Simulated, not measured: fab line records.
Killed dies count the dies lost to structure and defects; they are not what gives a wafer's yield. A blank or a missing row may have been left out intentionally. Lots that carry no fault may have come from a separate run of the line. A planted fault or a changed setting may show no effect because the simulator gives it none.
Chamber matching | flow berkeley-cmos170 | UCB170_GATE_ETCH_15 on rie-si-01: 4 sister chambers
The step etches poly-Si in HBr/Cl2, stops on SiO2, time 56.3 s, target depth 278.2 nm. 14 wafers are shown with their chamber, then 7 later ones without.

## WAFERS PAIRED WITH THEIR CHAMBERS
wafer  | chamber | drypump-motor-current-A (A) | throttle-valve-pct (%) | oes-product-au (a.u.)
L657.3 | 3       | 5.6                         | 26.26                  | 0.820
L657.4 | 2       | 5.9                         | 26.78                  | 0.833
L657.6 | 0       | 5.2                         | 26.40                  | 0.808
L655.2 | 0       | 5.2                         | 26.41                  | 0.804
L655.5 | 3       | 5.6                         | 26.27                  | 0.823
L655.6 | 0       | 5.2                         | 26.40                  | 0.809
L660.1 | 0       | 5.2                         | 26.41                  | 0.805
L660.3 | 1       | 6.3                         | 26.85                  | 0.820
L660.4 | 2       | 5.9                         | 26.78                  | 0.838
L671.2 | 3       | 5.6                         | 26.46                  | 0.825
L671.5 | 3       | 5.6                         | 26.46                  | 0.827
L671.6 | 2       | 6.0                         | 26.80                  | 0.819
L670.1 | 3       | 5.6                         | 26.46                  | 0.829
L670.4 | 0       | 5.2                         | 26.40                  | 0.807

SIGNATURES, as means of the wafers listed above
reading                 | chamber 0 | chamber 1 | chamber 2 | chamber 3 | scatter within a chamber
drypump-motor-current-A | 5.200     | 6.300     | 5.933     | 5.600     | 0.0258
throttle-valve-pct      | 26.4040   | 26.8500   | 26.7867   | 26.3820   | 0.0679
oes-product-au          | 0.80660   | 0.82000   | 0.83000   | 0.82480   | 0.0051
Rule: distance of a wafer from a chamber = root of the sum over the readings of ((wafer's reading minus chamber's mean) / reading's scatter) squared. If the next closest chamber is less than 2 further off than the closest, the wafer can't be placed; otherwise it belongs to the closest. The scatter: take each reading less its chamber's mean, square it, sum over the shown wafers, divide by the number of wafers less the number of chambers, and take the root.

## WAFERS WITH NO CHAMBER GIVEN
wafer  | drypump-motor-current-A (A) | throttle-valve-pct (%) | oes-product-au (a.u.)
L670.5 | 6.3                         | 26.84                  | 0.824
L672.3 | 5.2                         | 26.41                  | 0.813
L672.4 | 5.6                         | 26.45                  | 0.834
L672.6 | 6.3                         | 26.85                  | 0.817
L674.1 | 5.2                         | 26.39                  | 0.817
L674.2 | 5.6                         | 26.46                  | 0.832
L674.4 | 6.3                         | 26.84                  | 0.819

## THE CHAMBER EACH PASSED THROUGH
wafer  | from the rows above | in truth
L670.5 | 1                   | 1
L672.3 | 0                   | 0
L672.4 | 3                   | 3
L672.6 | 1                   | 1
L674.1 | 0                   | 0
L674.2 | 3                   | 3
L674.4 | 1                   | 1
Correctly placed: 7 of 7. From these rows, 0 cannot be placed. Number placed wrongly: 0.
